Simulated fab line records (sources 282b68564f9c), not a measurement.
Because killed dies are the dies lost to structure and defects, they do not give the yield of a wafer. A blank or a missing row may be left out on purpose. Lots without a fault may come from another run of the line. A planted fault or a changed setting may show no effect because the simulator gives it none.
fab line records	flow rit_cmos
record lots=6	wafers=18	last_day=7
route steps=202 shown REOX@99 NLDD@103 PLDD@115 SPACER@125 NSD@131 M1@202
lots that met no fault: from a run of the same line without faults
start_h: the number of hours between the record's first day and the start of the first shown wafer of the lot	wait_h: how many hours have passed since the lot's step before this one	" same as the row above	L1.1+2: one row covering several wafers at once	- either no value or no given start	* or withheld: withheld	< > ~ a bound
route shown NAME@n: a module of which the file shows steps, and the number in the route of the first	usual: the fault-free wafers' mean and standard deviation	same: alike in all rows	chamber/n: place in a boat	sites: readings site by site	_std_site: standard deviation across them	_edge_site: outer sites' mean less inner sites'	radius_mm: for every site, how far away it sits from the centre of the wafer	mask NAME#n: copy n	behind: tool/chamber where the wafer was last shaped	hold: what put the lot on hold/how long, in hours/how the hold closed	device: the transistor (n, p or np) that didn't switch	end of line: the route-end tests of the same wafers	a step with no rows: only its recipe	killed: at the first sort, the dies lost to defects and structure; wafer yield is something else	map: the dies of a wafer, with x for killed, . for not killed, _ for no die there
set.NAME: the setting the step ran with; set.NAME@STEP: the setting that earlier step ran with	model.NAME: the simulator's own value behind a step, which no gauge read
lots at some steps of the route; a table a step, a row a wafer
services: from which hour (start_h, from the record's first day; less than 0 if before it) a tool's chamber was out of use, for how many hours, and why
## steps
# step RIT_REOX_CLEAN_01
# recipe chemistry=dHF	dilution=50:1	time_s=30
# step RIT_REOX_CLEAN_02
# recipe chemistry=SC2	mix=3:3:50	time_s=600	temp_c=75	dry=n2_spin
# step RIT_REOX_OXIDATION_03
# recipe temp_c=900	ambient=O2	target_thk_a=252	ox_time_s=5580
# step RIT_REOX_THK_MEAS_04
# recipe reads=SiO2_of_REOX_OXIDATION_03
# usual REOX_OXIDE_THK=25.3/0.57
lot.wafer	tool	chamber	start_h	wait_h	REOX_OXIDE_THK[nm]
L973.1	film_metro-04	-	66.02	0.0	26.5
L973.5	"	-	"	"	26.4
L973.6	"	-	"	"	26.5
L975.1	film_metro-04	-	77.71	0.0	25.5
L975.2	"	-	"	"	25.6
L975.4	"	-	"	"	25.5
L980.2	film_metro-04	-	101.83	0.0	24.9
L980.3	"	-	"	"	24.4
L980.4	"	-	"	"	25.3
L981.2	film_metro-01	-	106.95	0.0	25.5
L981.5	"	-	"	"	25.5
L981.6	"	-	"	"	25.9
L988.1	film_metro-02	-	140.53	0.0	24.7
L988.2	"	-	"	"	24.6
L988.6	"	-	"	"	24.6
L991.1	film_metro-02	-	161.61	0.0	24.6
L991.3	"	-	"	"	24.7
L991.4	"	-	"	"	24.7
# step RIT_NLDD_HMDS_00
# recipe prime_time_s=60	prime_temp_c=140
# step RIT_NLDD_COAT_01
# recipe resist=NOVOLAK	spin_rpm=3250	resist_thk_nm=1000
# step RIT_NLDD_SOFTBAKE_02
# recipe resist=NOVOLAK	temp_c=90	time_s=60
# step RIT_NLDD_EXPOSE_03
# recipe mask_id=M7	na=0.57	target_cd_nm=40700	dose_mj=250
# step RIT_NLDD_PEB_04
# recipe resist=NOVOLAK	temp_c=withheld	time_s=withheld
# step RIT_NLDD_DEVELOP_05
# recipe resist=NOVOLAK	develop_time_s=50	dev_temp_c=23
# step RIT_NLDD_OVL_MEAS_06
# usual NLDD_OVL=-0.7/1.6
lot.wafer	tool	chamber	start_h	wait_h	NLDD_OVL[nm]
L973.1	overlay-01	-	67.05	-	0.6
L973.5	"	-	"	"	0.7
L973.6	"	-	"	"	-0.6
L975.1	overlay-01	-	78.75	-	0.8
L975.2	"	-	"	"	-1.4
L975.4	"	-	"	"	-0.4
L980.2	overlay-01	-	102.86	-	0.8
L980.3	"	-	"	"	1.5
L980.4	"	-	"	"	0.8
L981.2	overlay-01	-	107.86	-	-0.9
L981.5	"	-	"	"	-0.3
L981.6	"	-	"	"	0.4
L988.1	overlay-01	-	141.59	-	0.7
L988.2	"	-	"	"	0.6
L988.6	"	-	"	"	0.2
L991.1	overlay-02	-	162.65	-	0.0
L991.3	"	-	"	"	0.5
L991.4	"	-	"	"	0.1
# step RIT_NLDD_HARDBAKE_07
# recipe resist=NOVOLAK	temp_c=140	time_s=60
# step RIT_NLDD_IMPLANT_08
# recipe species=P	energy_kev=20	dose_cm2=5e+14	tilt_deg=7
# usual dose_ions_cm2=5e+14/5.3e+11	end_station_pressure_torr=6.2e-06/3.4e-07	faraday_current_uA=1578/29
lot.wafer	tool	chamber	start_h	wait_h	dose_ions_cm2	end_station_pressure_torr	faraday_current_uA
L973.1	implanter-02	0	67.35	0.1	5.002e+14	6.3e-06	1511
L973.5	"	0	"	"	5.005e+14	6.2e-06	1593
L973.6	"	0	"	"	5.003e+14	5.7e-06	1580
L975.1	implanter-01	0	78.94	0.1	4.996e+14	6.2e-06	1589
L975.2	"	0	"	"	4.997e+14	6.2e-06	1626
L975.4	"	0	"	"	4.997e+14	5.7e-06	1581
L980.2	implanter-02	0	103.06	0.1	7.313e+14	7.3e-06	2358
L980.3	"	0	"	"	7.305e+14	7.2e-06	2273
L980.4	"	0	"	"	7.307e+14	6.9e-06	2363
L981.2	implanter-02	0	108.07	0.1	7.306e+14	7.4e-06	2352
L981.5	"	0	"	"	7.309e+14	6e-06	2295
L981.6	"	0	"	"	7.307e+14	6.8e-06	2350
L988.1	implanter-01	0	141.77	0.1	5.008e+14	5.8e-06	1591
L988.2	"	0	"	"	5.012e+14	6.1e-06	1575
L988.6	"	0	"	"	5.012e+14	6.1e-06	1520
L991.1	implanter-04	0	162.83	0.1	5.003e+14	6.4e-06	1577
L991.3	"	0	"	"	5.006e+14	6.6e-06	1543
L991.4	"	0	"	"	4.998e+14	6.3e-06	1543
# step RIT_NLDD_STRIP_09
# recipe chemistry=O2	time_s=180	resist=NOVOLAK	platen_temp_c=withheld	power_w=500	pressure_mtorr=4000	o2_flow_sccm=4000
# usual drypump_motor_current_A=5.9/0.54
lot.wafer	tool	chamber	start_h	wait_h	drypump_motor_current_A	rf_hours_counter_h
L973.1	plasma_asher-02	1	67.50	0.1	5.7	40
L973.5	"	1	"	"	5.7	-
L973.6	"	0	"	"	5.4	-
L975.1	plasma_asher-03	1	79.09	0.1	5.5	45
L975.2	"	0	"	"	6.7	45
L975.4	"	1	"	"	5.5	-
L980.2	plasma_asher-03	0	103.19	0.1	6.7	47
L980.3	"	1	"	"	5.4	-
L980.4	"	0	"	"	6.7	-
L981.2	plasma_asher-02	0	108.19	0.1	5.5	44
L981.5	"	1	"	"	5.7	-
L981.6	"	0	"	"	5.4	-
L988.1	plasma_asher-01	1	141.92	0.1	6.3	50
L988.2	"	0	"	"	5.3	50
L988.6	"	0	"	"	5.3	-
L991.1	plasma_asher-02	0	162.98	0.1	5.4	5
L991.3	"	0	"	"	5.4	-
L991.4	"	1	"	"	5.6	-
# step RIT_NLDD_TW_MEAS_10
# usual NLDD_TW=2468/33
lot.wafer	tool	chamber	start_h	wait_h	hold	NLDD_TW
L973.1	film_metro-02	-	67.68	0.1	-	2437
L973.5	"	-	"	"	-	2455
L973.6	"	-	"	"	-	2446
L975.1	film_metro-03	-	79.26	0.1	-	2501
L975.2	"	-	"	"	-	2505
L975.4	"	-	"	"	-	2500
L980.2	film_metro-02	-	103.37	0.1	await_dispo/0.2h/release	2684
L980.3	"	-	"	"	await_dispo/0.2h/release	2674
L980.4	"	-	"	"	await_dispo/0.2h/release	2698
L980.2	film_metro-02	-	103.60	0.2	-	2697
L980.3	"	-	"	"	-	2676
L980.4	"	-	"	"	-	2690
L981.2	film_metro-04	-	108.38	0.1	await_dispo/0.2h/release	2708
L981.5	"	-	"	"	await_dispo/0.2h/release	2718
L981.6	"	-	"	"	await_dispo/0.2h/release	2711
L981.2	film_metro-04	-	108.60	0.2	-	2719
L981.5	"	-	"	"	-	2738
L981.6	"	-	"	"	-	2707
L988.1	film_metro-04	-	142.10	0.1	-	2488
L988.2	"	-	"	"	-	2476
L988.6	"	-	"	"	-	2486
L991.1	film_metro-03	-	163.16	0.1	-	2497
L991.3	"	-	"	"	-	2492
L991.4	"	-	"	"	-	2507
# step RIT_PLDD_COAT_01
# recipe resist=NOVOLAK	spin_rpm=3250	resist_thk_nm=1000
# step RIT_PLDD_SOFTBAKE_02
# recipe resist=NOVOLAK	temp_c=90	time_s=60
# step RIT_PLDD_EXPOSE_03
# recipe mask_id=M8	na=0.57	target_cd_nm=40900	dose_mj=250
# step RIT_PLDD_PEB_04
# recipe resist=NOVOLAK	temp_c=withheld	time_s=withheld
# step RIT_PLDD_DEVELOP_05
# recipe resist=NOVOLAK	develop_time_s=50	dev_temp_c=23
# step RIT_PLDD_OVL_MEAS_06
# usual PLDD_OVL=0.0/1.5
lot.wafer	tool	chamber	start_h	wait_h	PLDD_OVL[nm]
L973.1	overlay-01	-	68.88	-	2.0
L973.5	"	-	"	"	0.9
L973.6	"	-	"	"	1.1
L975.1	overlay-02	-	80.34	-	0.1
L975.2	"	-	"	"	0.0
L975.4	"	-	"	"	-0.2
L980.2	overlay-02	-	106.61	-	-0.6
L980.3	"	-	"	"	-1.1
L980.4	"	-	"	"	-1.4
L981.2	overlay-02	-	115.23	-	3.7
L981.5	"	-	"	"	1.9
L981.6	"	-	"	"	1.6
L988.1	overlay-01	-	143.01	-	-0.8
L988.2	"	-	"	"	0.2
L988.6	"	-	"	"	1.6
L991.1	overlay-02	-	164.07	-	0.9
L991.3	"	-	"	"	2.3
L991.4	"	-	"	"	0.9
# step RIT_PLDD_HARDBAKE_07
# recipe resist=NOVOLAK	temp_c=140	time_s=60
# step RIT_PLDD_IMPLANT_08
# recipe species=BF2	energy_kev=20	dose_cm2=9e+14	tilt_deg=7
# step RIT_PLDD_STRIP_09
# recipe chemistry=O2	time_s=180	resist=NOVOLAK	platen_temp_c=withheld	power_w=500	pressure_mtorr=4000	o2_flow_sccm=4000
# usual drypump_motor_current_A=6.1/0.52
lot.wafer	tool	chamber	start_h	wait_h	drypump_motor_current_A	rf_hours_counter_h
L973.1	plasma_asher-03	0	69.21	0.1	6.7	44
L973.5	"	0	"	"	6.7	-
L973.6	"	1	"	"	5.4	-
L975.1	plasma_asher-02	0	80.76	0.1	5.5	41
L975.2	"	1	"	"	5.7	41
L975.4	"	0	"	"	5.4	-
L980.2	plasma_asher-04	1	107.05	0.1	6.6	33
L980.3	"	1	"	"	6.6	-
L980.4	"	0	"	"	6.4	-
L981.2	plasma_asher-04	1	117.56	2.0	6.6	33
L981.5	"	0	"	"	6.4	-
L981.6	"	1	"	"	6.6	-
L988.1	plasma_asher-03	1	143.34	0.1	5.5	52
L988.2	"	0	"	"	6.7	52
L988.6	"	1	"	"	5.4	-
L991.1	plasma_asher-03	0	164.44	0.1	6.7	54
L991.3	"	1	"	"	5.4	-
L991.4	"	0	"	"	6.7	-
# step RIT_PLDD_TW_MEAS_10
# usual PLDD_TW=2337/23
lot.wafer	tool	chamber	start_h	wait_h	PLDD_TW
L973.1	film_metro-03	-	69.39	0.1	2357
L973.5	"	-	"	"	2362
L973.6	"	-	"	"	2362
L975.1	film_metro-04	-	80.93	0.1	2331
L975.2	"	-	"	"	2325
L975.4	"	-	"	"	2322
L980.2	film_metro-04	-	107.24	0.1	2335
L980.3	"	-	"	"	2341
L980.4	"	-	"	"	2332
L981.2	film_metro-02	-	117.74	0.1	2309
L981.5	"	-	"	"	2302
L981.6	"	-	"	"	2298
L988.1	film_metro-03	-	143.52	0.1	2342
L988.2	"	-	"	"	2350
L988.6	"	-	"	"	2337
L991.1	film_metro-04	-	164.62	0.1	2329
L991.3	"	-	"	"	2323
L991.4	"	-	"	"	2322
# step RIT_SPACER_CLEAN_00
# recipe chemistry=SC1	mix=3:3:50	time_s=600	temp_c=75
# step RIT_SPACER_CLEAN_01
# recipe chemistry=dHF	dilution=50:1	time_s=30
# step RIT_SPACER_CLEAN_02
# recipe chemistry=SC2	mix=3:3:50	time_s=600	temp_c=75	dry=n2_spin
# step RIT_SPACER_CVD_03
# recipe material=Si3N4	target_thk_nm=250	temp_c=810	precursor=SiH2Cl2/NH3	time_s=3300	pressure_mtorr=300	sih2cl2_flow_sccm=60	nh3_flow_sccm=150
# step RIT_SPACER_THK_MEAS_04
# recipe reads=Si3N4_of_SPACER_CVD_03
# usual SPACER_NITRIDE_THK=251.0/2.3
lot.wafer	tool	chamber	start_h	wait_h	SPACER_NITRIDE_THK[nm]
L973.1	film_metro-04	-	71.76	0.0	248.7
L973.5	"	-	"	"	252.6
L973.6	"	-	"	"	250.3
L975.1	film_metro-01	-	84.28	0.0	251.5
L975.2	"	-	"	"	254.2
L975.4	"	-	"	"	253.6
L980.2	film_metro-01	-	109.93	0.0	251.2
L980.3	"	-	"	"	250.5
L980.4	"	-	"	"	252.1
L981.2	film_metro-01	-	120.63	0.0	248.7
L981.5	"	-	"	"	249.3
L981.6	"	-	"	"	248.0
L988.1	film_metro-04	-	145.86	0.0	249.3
L988.2	"	-	"	"	250.7
L988.6	"	-	"	"	250.8
L991.1	film_metro-01	-	167.00	0.0	246.9
L991.3	"	-	"	"	249.5
L991.4	"	-	"	"	248.5
# step RIT_SPACER_ETCHBACK_05
# recipe target_depth_a=2500	SF6_flow_sccm=30	CHF3_flow_sccm=30	target=Si3N4	chemistry=SF6/CHF3	pressure_mtorr=40	rf_w=250	time_s=240	stop_on=SiO2
# usual drypump_motor_current_A=5.9/0.46	oes_product_au=0.847/0.014	throttle_valve_pct=10.26/0.16
lot.wafer	tool	chamber	start_h	wait_h	drypump_motor_current_A	oes_product_au	rf_hours_counter_h	throttle_valve_pct
L973.1	rie_diel-01	2	71.82	0.1	6.4	0.846	110	10.09
L973.5	"	1	"	"	5.4	0.832	-	10.33
L973.6	"	2	"	"	6.4	0.850	-	10.11
L975.1	rie_diel-04	3	84.34	0.1	5.6	0.867	53	10.43
L975.2	"	1	"	"	5.1	0.853	37	10.14
L975.4	"	0	"	"	6.5	0.842	132	10.08
L980.2	rie_diel-01	3	109.98	0.0	6.0	0.849	152	9.99
L980.3	"	0	"	"	5.7	0.821	62	10.52
L980.4	"	1	"	"	5.4	0.836	116	10.33
L981.2	rie_diel-01	1	120.68	0.0	5.4	0.828	116	10.32
L981.5	"	0	"	"	5.8	0.832	-	10.54
L981.6	"	3	"	"	6.0	0.834	-	10.00
L988.1	rie_diel-02	3	145.92	0.1	5.9	0.846	71	10.27
L988.2	"	2	"	"	6.0	0.850	72	10.22
L988.6	"	0	"	"	6.5	0.856	-	10.33
L991.1	rie_diel-04	2	167.06	0.1	5.3	0.821	88	10.16
L991.3	"	0	"	"	6.5	0.828	134	10.07
L991.4	"	3	"	"	5.6	0.868	54	10.43
# step RIT_NSD_HMDS_00
# recipe prime_time_s=60	prime_temp_c=140
# step RIT_NSD_COAT_01
# recipe resist=NOVOLAK	spin_rpm=3250	resist_thk_nm=1000
# step RIT_NSD_SOFTBAKE_02
# recipe resist=NOVOLAK	temp_c=90	time_s=60
# step RIT_NSD_EXPOSE_03
# recipe mask_id=M9	na=0.57	target_cd_nm=40700	dose_mj=250
# step RIT_NSD_PEB_04
# recipe resist=NOVOLAK	temp_c=withheld	time_s=withheld
# step RIT_NSD_DEVELOP_05
# recipe resist=NOVOLAK	develop_time_s=50	dev_temp_c=23
# step RIT_NSD_OVL_MEAS_06
# usual NSD_OVL=1.0/1.5
lot.wafer	tool	chamber	start_h	wait_h	NSD_OVL[nm]
L973.1	overlay-02	-	72.82	-	0.0
L973.5	"	-	"	"	1.1
L973.6	"	-	"	"	1.1
L975.1	overlay-02	-	85.47	-	4.9
L975.2	"	-	"	"	3.3
L975.4	"	-	"	"	3.5
L980.2	overlay-02	-	111.04	-	2.0
L980.3	"	-	"	"	1.9
L980.4	"	-	"	"	1.8
L981.2	overlay-02	-	121.83	-	-0.2
L981.5	"	-	"	"	-1.3
L981.6	"	-	"	"	-0.4
L988.1	overlay-01	-	147.34	-	1.8
L988.2	"	-	"	"	0.3
L988.6	"	-	"	"	-0.4
L991.1	overlay-01	-	168.22	-	2.5
L991.3	"	-	"	"	3.8
L991.4	"	-	"	"	3.9
# step RIT_NSD_HARDBAKE_07
# recipe resist=NOVOLAK	temp_c=140	time_s=60
# step RIT_NSD_IMPLANT_08
# recipe species=P	energy_kev=25	dose_cm2=1e+15	tilt_deg=7
# step RIT_NSD_STRIP_09
# recipe chemistry=O2	time_s=180	resist=NOVOLAK	platen_temp_c=withheld	power_w=500	pressure_mtorr=4000	o2_flow_sccm=4000
# usual drypump_motor_current_A=6.0/0.51
lot.wafer	tool	chamber	start_h	wait_h	drypump_motor_current_A	rf_hours_counter_h
L973.1	plasma_asher-04	1	73.16	0.1	6.6	30
L973.5	"	1	"	"	6.6	-
L973.6	"	0	"	"	6.4	-
L975.1	plasma_asher-01	1	85.81	0.1	6.3	43
L975.2	"	0	"	"	5.3	43
L975.4	"	0	"	"	5.3	-
L980.2	plasma_asher-01	1	111.37	0.1	6.3	45
L980.3	"	0	"	"	5.3	-
L980.4	"	1	"	"	6.3	-
L981.2	plasma_asher-04	1	122.22	0.1	6.6	34
L981.5	"	0	"	"	6.4	-
L981.6	"	1	"	"	6.7	-
L988.1	plasma_asher-02	1	147.67	0.1	5.7	3
L988.2	"	0	"	"	5.4	3
L988.6	"	0	"	"	5.4	-
L991.1	plasma_asher-01	1	168.56	0.1	6.3	52
L991.3	"	0	"	"	5.3	-
L991.4	"	1	"	"	6.3	-
# step RIT_SDANNEAL_RS_MEAS_07
# recipe thk_meas_gauge=four-point-probe
# usual NLDD_RS=151.9/0.6
lot.wafer	tool	chamber	start_h	wait_h	hold	NLDD_RS[ohm/sq]
L973.1	film_metro-04	-	75.67	0.1	-	152.3
L973.5	"	-	"	"	-	151.5
L973.6	"	-	"	"	-	151.5
L975.1	film_metro-02	-	88.55	0.1	-	151.8
L975.2	"	-	"	"	-	151.5
L975.4	"	-	"	"	-	152.0
L980.2	film_metro-03	-	114.43	0.1	await_dispo/0.2h/release	111.9
L980.3	"	-	"	"	await_dispo/0.2h/release	112.0
L980.4	"	-	"	"	await_dispo/0.2h/release	111.9
L980.2	film_metro-03	-	114.72	0.3	-	112.0
L980.3	"	-	"	"	-	111.7
L980.4	"	-	"	"	-	111.7
L981.2	film_metro-04	-	125.26	0.1	await_dispo/0.2h/release	111.9
L981.5	"	-	"	"	await_dispo/0.2h/release	112.0
L981.6	"	-	"	"	await_dispo/0.2h/release	111.8
L981.2	film_metro-04	-	125.54	0.3	-	111.8
L981.5	"	-	"	"	-	111.9
L981.6	"	-	"	"	-	111.9
L988.1	film_metro-03	-	150.60	0.1	-	152.3
L988.2	"	-	"	"	-	152.9
L988.6	"	-	"	"	-	153.0
L991.1	film_metro-04	-	171.18	0.1	-	153.3
L991.3	"	-	"	"	-	152.4
L991.4	"	-	"	"	-	152.4
# step RIT_M1_PROBE_99
# usual defect_limited_yield=97.5/1.2	killed_at_front_end=7/3.1	killed_dies=7/3.1	killed_open=3.3/2	killed_short=3.4/2.1	sort_bin_3_pad_short=0.1/0.21	sort_bin_5_function=1.4/0.79	sort_bin_6_memory=1.0/0.65	sort_n_pass=257/3.1	sort_yield_pct=97.5/1.2
# same gross_dies=264	killed_at_M0_to_M3=0	killed_at_M4_up=0	killed_at_back_side=0	killed_at_contacts=0	killed_at_other=0
lot.wafer	tool	chamber	start_h	wait_h	defect_limited_yield[%]	killed_at_front_end	killed_dies	killed_open	killed_short	sort_bin_3_pad_short[%]	sort_bin_5_function[%]	sort_bin_6_memory[%]	sort_n_pass	sort_yield_pct[%]
L973.1	prober-02	-	82.76	0.1	96.2	10	10	4	6	0.4	2.7	0.8	254	96.2
L973.5	prober-02	-	82.96	0.2	97.3	7	7	4	3	0	1.5	1.1	257	97.3
L973.6	prober-02	-	83.01	0.2	94.7	14	14	8	6	0.4	2.7	2.3	250	94.7
L991.1	prober-01	-	178.67	0.1	96.2	10	10	1	9	1.1	1.1	1.5	254	96.2
L991.3	prober-01	-	178.77	0.2	97.3	7	7	2	5	0	1.5	1.1	257	97.3
L991.4	prober-01	-	178.82	0.2	95.8	11	11	6	5	0	3.0	1.1	253	95.8
# killed by level:class
L973.1 FOX2:geometric_particle:short=3 FOX1:geometric_particle:open=1 FOX2:geometric_particle:open=1 GATE:geometric_particle:short=1 REOX:geometric_particle:open=1 SPACER:geometric_particle:short=1 SPACER:geometric_particle:open=1 SILICIDE:geometric_particle:short=1
L973.5 FOX1:geometric_particle:short=2 REOX:geometric_particle:open=2 FOX1:geometric_particle:open=1 GATE:geometric_particle:short=1 SPACER:geometric_particle:open=1
L973.6 FOX1:geometric_particle:short=2 GATE:geometric_particle:open=2 SPACER:geometric_particle:open=2 SILICIDE:geometric_particle:open=2 FOX1:geometric_particle:open=1 FOX2:geometric_particle:short=1 FOX2:geometric_particle:open=1 GATE:geometric_particle:short=1
L991.1 FOX1:geometric_particle:short=5 GATE:geometric_particle:short=2 SPACER:geometric_particle:short=2 GATE:geometric_particle:open=1
L991.3 FOX1:geometric_particle:open=2 GATE:geometric_particle:short=2 FOX1:geometric_particle:short=1 REOX:geometric_particle:short=1 SPACER:geometric_particle:short=1
L991.4 GATE:geometric_particle:open=4 FOX1:geometric_particle:short=1 FOX2:geometric_particle:short=1 GATE:geometric_particle:short=1 REOX:geometric_particle:short=1 SPACER:geometric_particle:open=1 SILICIDE:geometric_particle:open=1 SILICIDE:geometric_particle:short=1
## services
tool	chamber	start_h	hours	kind
implanter-02	-	50.03	2.4	repair
implanter-02	-	55.00	3.4	repair
rie_diel-04	0	56.91	12.7	repair
rie_diel-04	0	70.42	10.5	repair
implanter-01	-	74.87	3.6	repair
implanter-02	-	81.78	3.4	repair
plasma_asher-04	-	87.09	2.8	pm
implanter-02	-	88.69	4.7	pm
implanter-01	-	93.99	6.3	repair
implanter-04	-	96.84	23.2	pm
rie_diel-02	-	106.17	14.6	pm
plasma_asher-02	-	108.75	9.0	pm
plasma_asher-02	0	108.75	9.0	vent_cycle
plasma_asher-02	1	108.75	9.0	vent_cycle
plasma_asher-04	-	114.73	0.3	repair
implanter-02	-	115.87	0.6	repair
plasma_asher-03	-	117.44	8.2	repair
plasma_asher-02	0	117.75	-	clean
rie_diel-01	-	118.35	1.0	repair
plasma_asher-02	-	144.55	1.7	repair
plasma_asher-01	-	145.50	6.2	pm
implanter-02	-	155.52	3.2	repair
implanter-02	-	162.75	3.0	repair
rie_diel-01	1	165.02	8.6	repair
## key
first_sign step=RIT_NLDD_IMPLANT_08	reading=dose_ions_cm2	direction=up	sigmas=99+	usual=5e+14	struck=7.308e+14
effect step=RIT_NLDD_IMPLANT_08	reading=faraday_current_uA	direction=up	sigmas=26	usual=1578	struck=2332
effect step=RIT_NLDD_TW_MEAS_10	reading=visit	direction=added
effect step=RIT_NLDD_TW_MEAS_10	reading=NLDD_TW	direction=up	sigmas=7.1	usual=2468	struck=2699
effect step=RIT_SDANNEAL_RS_MEAS_07	reading=NLDD_RS	direction=down	sigmas=67	usual=151.9	struck=111.9
met_at RIT_NLDD_IMPLANT_08
struck_wafers L980.2,L980.3,L980.4,L981.2,L981.5,L981.6
scrapped_behind RIT_SDANNEAL_RS_MEAS_07 L980.2,L980.3,L980.4,L981.2,L981.5,L981.6
onset_between 67.35 103.06
fault kind=process_parameter_drift	tool=implanter-02	chamber=-	onset_h=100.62	steps=RIT_NLDD_IMPLANT_08	channel=dose_cm2	offset=2.3057e+14	shape=step	end_h=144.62	acts_in=these_recipes_only	stated=5e+14
